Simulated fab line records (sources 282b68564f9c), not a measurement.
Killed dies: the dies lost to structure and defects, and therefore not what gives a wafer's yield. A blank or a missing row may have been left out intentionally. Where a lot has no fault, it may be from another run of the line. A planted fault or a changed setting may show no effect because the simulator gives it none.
Comparing a struck lot with a sound one    flow rit_cmos    17 out of 202 route steps
Sound: the wafers L120.2, L120.5, L120.6. Wafers L125.2, L125.4, L125.6 were the ones struck. The cause is named last.
For every step that has rows: the tool of each side, followed by ch and its chambers, followed by its first start. Under that, the readings that differ: sound wafers    struck wafers    difference of the means    sigmas: that difference in standard deviations of wafers without a fault.
alike: readings with means less than 2 such deviations apart, plus words and numbers identical on both sides. not compared: withheld readings, readings lacking a value on some wafer, bounds such as >300 that could conceal the same value, and numbers that have no deviation in the record and whose values overlap.
Wherever a step has rows on one side only, a row that says differs or no value, or a row with sigmas, the two part there. When numbers do not overlap yet have no deviation, they are printed without sigmas and do not part them. A reading that every wafer of one side lacks parts them only if that side has two wafers or more.

RIT_NWELL_TW_MEAS_10:
  sound on film_metro-03 at day 3 04:13; struck on film_metro-04 at day 4 04:10
reading   sound           struck          difference  sigmas
NWELL_TW  2102 2126 2114  2158 2162 2155  +44         +2
then, 6 steps without rows for these wafers: RIT_PWELL_HMDS_00 (prime time 60 s); RIT_PWELL_COAT_01 (resist thk 1300 nm); RIT_PWELL_SOFTBAKE_02 (time 60 s); RIT_PWELL_EXPOSE_03 (exposes mask M3, target cd 43700 nm); RIT_PWELL_PEB_04; RIT_PWELL_DEVELOP_05 (develop time 68 s).
RIT_PWELL_OVL_MEAS_06:
  sound on overlay-02 at day 3 05:16; struck on overlay-02 at day 4 05:19
  alike: PWELL_OVL
then, 2 steps without rows for these wafers: RIT_PWELL_HARDBAKE_07 (time 120 s); RIT_PWELL_IMPLANT_08.
RIT_PWELL_STRIP_09: strips in O2, time 180 s.
  sound on plasma_asher-02 ch 0,1, day 3 05:55; struck on plasma_asher-04 ch 0,1, day 4 05:46
  alike: drypump_motor_current_A, o2_flow_sccm
  not compared: rf_hours_counter_h
RIT_PWELL_TW_MEAS_10:
  sound on film_metro-03 at day 3 06:06; struck on film_metro-01 at day 4 05:57
  alike: PWELL_TW
RIT_WELLDRIVE_ANNEAL_00: time 14700 s.
  sound on furnace-01 ch 0, day 3 06:09; struck on furnace-02 ch 0, day 4 06:00
reading                 sound                 struck                difference  sigmas
spike_tc_centre_C (C)   1101.8 1102.3 1100.4  1085.6 1085.4 1083.4  -16.7       -14
spike_tc_load_C (C)     1133 1131 1133        1103 1106 1105        -28         -7
tube_center_temp_C (C)  1100.1 1100.1 1100    1082.2 1082 1082.1    -18.0       -99 or more
tube_center_temp_C_max  1102.0 1102.5 1103.4  1084.7 1086.1 1085.7  -17.1       -35
RIT_WELLDRIVE_RS_MEAS_01: a four-point-probe measurement.
  sound on film_metro-01 at day 3 11:16; struck on film_metro-03 at day 4 11:06
reading            sound              struck             difference  sigmas
NWELL_RS (ohm/sq)  275.8 275.3 275.1  294.5 294.8 294.1  +19.1       +27
RIT_WELLDRIVE_RS_MEAS_02: a four-point-probe measurement.
  sound on film_metro-01 at day 3 11:23; struck on film_metro-03 at day 4 11:13
reading            sound              struck             difference  sigmas
PWELL_RS (ohm/sq)  429.3 429.8 429.9  450.4 449.0 446.9  +19.1       +17
then, 1 step without rows for these wafers: RIT_NRETRO_HMDS_00 (prime time 60 s).
RIT_M1_PROBE_99:
  sound on prober-01 at day 4 16:43; struck on prober-02 at day 5 17:35
reading                              sound                 struck                difference  sigmas
model.etest.nwell_pinched.rs_ohm_sq  341.6 343.4 338.5     373.9 380.3 373.5     +34.7       
model.etest.pwell_pinched.rs_ohm_sq  464.2 462.9 462.6     483.9 485.7 476.2     +18.7       
model.etest.pwell.rs_ohm_sq          416.5 419.4 420.4     439.9 435.6 434       +17.7       
model.etest.field_n.vt_v (V)         34.33 34.39 34.09     36.89 36.82 36.89     +2.60       
model.etest.field_p_metal.vt_v (V)   -29.48 -29.72 -30.25  -26.74 -27.11 -27.1   +2.83       
model.etest.field_p.vt_v (V)         -12.83 -12.88 -12.87  -11.47 -11.39 -11.44  +1.43       
  alike: killed_at_front_end, killed_dies, killed_open, killed_short
  not compared: model.etest.pmos_narrow.drive_ua_um, model.etest.pmos_0p3.drive_ua_um

== WHERE THEY PART ==
Last at RIT_WELLDRIVE_RS_MEAS_02 as far as this record goes, first at RIT_NWELL_TW_MEAS_10. Later steps at which nothing parts them and some readings are alike: RIT_M1_PROBE_99.

WHY: what had been put in by the simulator
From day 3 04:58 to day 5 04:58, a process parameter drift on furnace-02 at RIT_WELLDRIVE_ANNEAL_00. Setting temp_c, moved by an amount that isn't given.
